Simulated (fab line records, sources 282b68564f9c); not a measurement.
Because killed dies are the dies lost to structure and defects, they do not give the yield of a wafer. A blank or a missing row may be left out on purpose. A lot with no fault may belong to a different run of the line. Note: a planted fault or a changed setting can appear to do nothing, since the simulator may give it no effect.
Comparing a struck lot with a sound one	flow rit-cmos	15 steps out of a route of 202
Sound: the wafers L422.1, L422.2, L422.6. Wafers struck: L433.1, L433.2, L433.4. The cause is given at the end.
Order at every step that has rows: each side's tool, ch and its chambers, its first start. Under that, the readings that differ: sound wafers	struck wafers	difference of the means	sigmas: that difference in standard deviations of wafers without a fault.
alike: a reading whose means differ by less than 2 such deviations, as well as words and numbers matching on both sides. not compared: withheld readings; readings where some wafer has no value; bounds like >300 that might hide an equal value; numbers whose values overlap and for which the record gives no deviation.
The two part at a step that has a row with sigmas, a row that says differs or no value, or rows on one side only. When numbers do not overlap yet have no deviation, they are printed without sigmas and do not part them. Lack of a reading on every wafer of one side parts them only where that side has two or more wafers.

RIT_PSD_TW_MEAS_10:
  sound on film-metro-03, day 3 20:13; struck on film-metro-04, day 6 01:44
  alike: PSD_TW
then, 3 steps without rows for these wafers: RIT_SDANNEAL_CLEAN_00 (cleans in SC1, time 600 s); RIT_SDANNEAL_CLEAN_01 (cleans in dHF, time 29.45 s); RIT_SDANNEAL_CLEAN_02 (cleans in SC2, time 600 s).
RIT_SDANNEAL_RTA_03: time 5 s.
  sound on rtp-anneal-02 ch 0, day 3 20:40; struck on rtp-anneal-01 ch 0, day 6 02:12
  alike: wafer_temp_C_max
RIT_SDANNEAL_RS_MEAS_04: the measuring method here is four-point-probe.
  sound on film-metro-02, day 3 20:43; struck on film-metro-04, day 6 02:19
  alike: PSD_RS
RIT_SDANNEAL_RS_MEAS_05: the measuring method here is four-point-probe.
  sound on film-metro-02, day 3 20:50; struck on film-metro-04, day 6 02:26
  alike: NSD_RS
RIT_SDANNEAL_RS_MEAS_06: the measuring method here is four-point-probe.
  sound on film-metro-02, day 3 20:58; struck on film-metro-04, day 6 02:33
  alike: PLDD_RS
RIT_SDANNEAL_RS_MEAS_07: the measuring method here is four-point-probe.
  sound on film-metro-02, day 3 21:05; struck on film-metro-04, day 6 02:40
  alike: NLDD_RS
then, 1 step without rows for these wafers: RIT_SILICIDE_WET_ETCH_00 (etches SiO2 in BOE, target depth 14 nm, time 15 s).
RIT_SILICIDE_SPUTTER_01: material Ti, target thk 30 nm, time 240 s.
  sound on pvd-sputter-03, day 3 21:13; struck on pvd-sputter-04, day 6 02:49
  alike: throttle-valve-pct
RIT_SILICIDE_RS_MEAS_02: the measuring method here is four-point-probe.
  sound on film-metro-04, day 3 21:22; struck on film-metro-01, day 6 02:58
  alike: SILICIDE_TI_RS
RIT_SILICIDE_THK_MEAS_03: measures by xrf.
  sound on film-metro-04, day 3 21:29; struck on film-metro-01, day 6 03:05
reading	sound	struck	difference	sigmas
SILICIDE_TI_THK (nm)	29.3 29.7 29.5	31.0 31.3 31.0	+1.6	+4
RIT_SILICIDE_RTA_04: time 10 s, ramp up 5 s, ramp down 5 s.
  sound on rtp-anneal-01 ch 0, day 3 21:33; struck on rtp-anneal-02 ch 0, day 6 03:08
  alike: wafer_temp_C_max
RIT_M1_PROBE_99:
  only the struck wafers here have rows in the record (prober-02, day 6 10:11); the sound ones have none

== WHERE THEY PART ==
Earliest at RIT_SILICIDE_THK_MEAS_03; latest, in this record, at RIT_M1_PROBE_99.

WHY: what had been put in by the simulator
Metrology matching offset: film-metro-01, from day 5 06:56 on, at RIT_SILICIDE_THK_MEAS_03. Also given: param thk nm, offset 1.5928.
